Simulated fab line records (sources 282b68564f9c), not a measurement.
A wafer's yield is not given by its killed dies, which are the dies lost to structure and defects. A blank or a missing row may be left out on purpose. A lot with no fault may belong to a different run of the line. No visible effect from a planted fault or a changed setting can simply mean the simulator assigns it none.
Which tool was responsible? :: flow rit cmos :: 21 wafers sampled from 7 lots at 1 step of a route of 202

WHAT THE GAUGES SHOWED, per wafer
RIT_PSD_OVL_MEAS_06.
lot: L630
measured: day 3 05:16
on: overlay-02
PSD_OVL (nm): -1.3 -1.5 -1.6

lot: L632
measured: day 3 17:50
on: overlay-01
PSD_OVL (nm): -1.5 -2.1 -1.3

lot: L634
measured: day 4 02:19
on: overlay-01
PSD_OVL (nm): -1.8 -1.8 -1.7

lot: L640
measured: day 5 12:47
on: overlay-02
PSD_OVL (nm): -3.2 -1.9 -3.3

lot: L645
measured: day 6 13:50
on: overlay-01
PSD_OVL (nm): -2.6 -2.3 -1.5

lot: L648
measured: day 7 04:23
on: overlay-01
PSD_OVL (nm): -0.2 -1.9 -0.5

lot: L652
measured: day 7 20:16
on: overlay-01
PSD_OVL (nm): -1.4 -2.0 -2.5

EACH LOT AND THE TOOL THAT RAN IT (in order: tool; ch and the chambers of the sampled wafers; start)
No process step before these readings appears in the record.

THE ANSWER, worked out from the rows above alone
Rule: the lots themselves supply what counts as usual. Put in order of their means at a reading, lots are off if they are a third of the lots or fewer, leave a main group of 4 or more, and stand apart from it by a gap of 3 or more times the standard deviation of the main group's means; of several such gaps the widest counts. The tables above print the reading to a certain number of digits; a main group whose means all agree to those digits is not used. A lot without any number at a reading at which 4 lots or more have one is off too. Any other lot the step has rows for is counted as sound.
Across all readings shown, no lot is off: no conclusion can be drawn from this.

WHAT THE SIMULATOR HAD PUT IN
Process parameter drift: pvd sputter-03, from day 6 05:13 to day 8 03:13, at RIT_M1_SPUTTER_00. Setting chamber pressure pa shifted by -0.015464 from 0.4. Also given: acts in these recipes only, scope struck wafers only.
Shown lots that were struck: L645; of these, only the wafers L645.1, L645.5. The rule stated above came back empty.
